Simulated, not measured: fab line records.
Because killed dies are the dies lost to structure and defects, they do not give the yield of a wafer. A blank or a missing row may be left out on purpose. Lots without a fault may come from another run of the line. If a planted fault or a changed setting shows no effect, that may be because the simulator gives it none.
Commonality check across tools | flow berkeley cmos170 | 14 lots and 48 wafers in the sample

## WHY THIS WAS OPENED
UCB170_PLDD_TW_MEAS_11, reading PLDD_TW: flagged on 2 of 14 lots. No-fault wafers: 1019, standard deviation 6.7.
Rule: a lot is flagged when every wafer of it that has a number lies more than 4 standard deviations from that mean, or none has a number. The other lots count as sound.

lot  | measured     | on            | PLDD_TW, wafer by wafer | flag
L305 | day 6 08:20  | film metro-04 | 1021 1026 1018          |
L306 | day 6 08:49  | film metro-04 | 1026 1022 1025          |
L304 | day 6 08:54  | film metro-04 | 1027 1020 1023          |
L308 | day 6 22:46  | film metro-02 | 1006 1010 1013          |
L309 | day 7 06:17  | film metro-04 | 1020 1021 1021          |
L310 | day 7 06:34  | film metro-04 | 1022 1021 1021          |
L314 | day 8 15:58  | film metro-01 | 1022 1016 1018          |
L318 | day 9 04:58  | film metro-02 | 1008 1003 1006          |
L317 | day 9 05:15  | film metro-04 | 945 945 944 942 954 950 | FLAGGED
L321 | day 9 18:12  | film metro-04 | 1021 1023 1022          |
L319 | day 9 18:38  | film metro-01 | 937 940 938 940 936 938 | FLAGGED
L322 | day 10 00:16 | film metro-01 | 1020 1020 1016          |
L324 | day 10 20:31 | film metro-01 | 1025 1026 1022          |
L326 | day 10 21:01 | film metro-02 | 1011 1005 1011          |
The mean of the flagged lots' numbers is 942, -77 from the usual (-11 standard deviations).

## WHICH TOOL EACH LOT WENT THROUGH
The record holds 1 process step before the reading, out of a route of 331 steps. Each cell gives the tool, then ch followed by the chambers the sampled wafers passed through, then the start.
lot  | flag    | UCB170_PLDD_IMPLANT_09
L305 |         | implanter-03 ch 0, day 6 08:06
L306 |         | implanter-03 ch 0, day 6 08:36
L304 |         | implanter-02 ch 0, day 6 08:40
L308 |         | implanter-04 ch 0, day 6 22:31
L309 |         | implanter-02 ch 0, day 7 06:02
L310 |         | implanter-04 ch 0, day 7 06:19
L314 |         | implanter-03 ch 0, day 8 15:44
L318 |         | implanter-04 ch 0, day 9 04:43
L317 | FLAGGED | implanter-02 ch 0, day 9 05:00
L321 |         | implanter-03 ch 0, day 9 17:58
L319 | FLAGGED | implanter-02 ch 0, day 9 18:23
L322 |         | implanter-04 ch 0, day 10 00:01
L324 |         | implanter-03 ch 0, day 10 20:18
L326 |         | implanter-04 ch 0, day 10 20:47
What is done by these steps:
- UCB170_PLDD_IMPLANT_09
- UCB170_PLDD_TW_MEAS_11

## FLAGGED OVER TOTAL, TOOL BY TOOL (the gauges that took the reading come last)
step                   | tool          | lots run | flagged | share of the flagged lots | sound lots run after its first flagged lot
UCB170_PLDD_IMPLANT_09 | implanter-02  | 4        | 2       | all                       | 0
UCB170_PLDD_IMPLANT_09 | implanter-03  | 5        | 0       | none                      | -
UCB170_PLDD_IMPLANT_09 | implanter-04  | 5        | 0       | none                      | -
UCB170_PLDD_TW_MEAS_11 | film metro-01 | 4        | 1       | some                      | 2 (L322,L324)
UCB170_PLDD_TW_MEAS_11 | film metro-02 | 3        | 0       | none                      | -
UCB170_PLDD_TW_MEAS_11 | film metro-04 | 7        | 1       | some                      | 1 (L321)

## THE TABLE: WHAT IT ALLOWS
In the table, 1 row covers all flagged lots: implanter-02 at UCB170_PLDD_IMPLANT_09.
- implanter-02 at UCB170_PLDD_IMPLANT_09 ran 4 lots, 2 of them flagged. A fault beginning between L309 (day 7 06:02), its last sound lot, and L317 (day 9 05:00), its first flagged one, fits the data. Its own readings lie more than 4 standard deviations out on every wafer of the flagged lots: dose ions cm2, faraday current uA.
Left over: one tool, implanter-02 at UCB170_PLDD_IMPLANT_09.

## WHAT HAD BEEN PUT IN BY THE SIMULATOR
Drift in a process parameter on implanter-02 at UCB170_PLDD_IMPLANT_09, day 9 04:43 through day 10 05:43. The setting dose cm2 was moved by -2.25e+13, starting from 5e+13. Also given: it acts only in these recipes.
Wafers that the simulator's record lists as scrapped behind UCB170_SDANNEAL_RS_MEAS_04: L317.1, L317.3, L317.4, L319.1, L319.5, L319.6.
Lots struck among those shown: L317, L319. The rule above found the same.
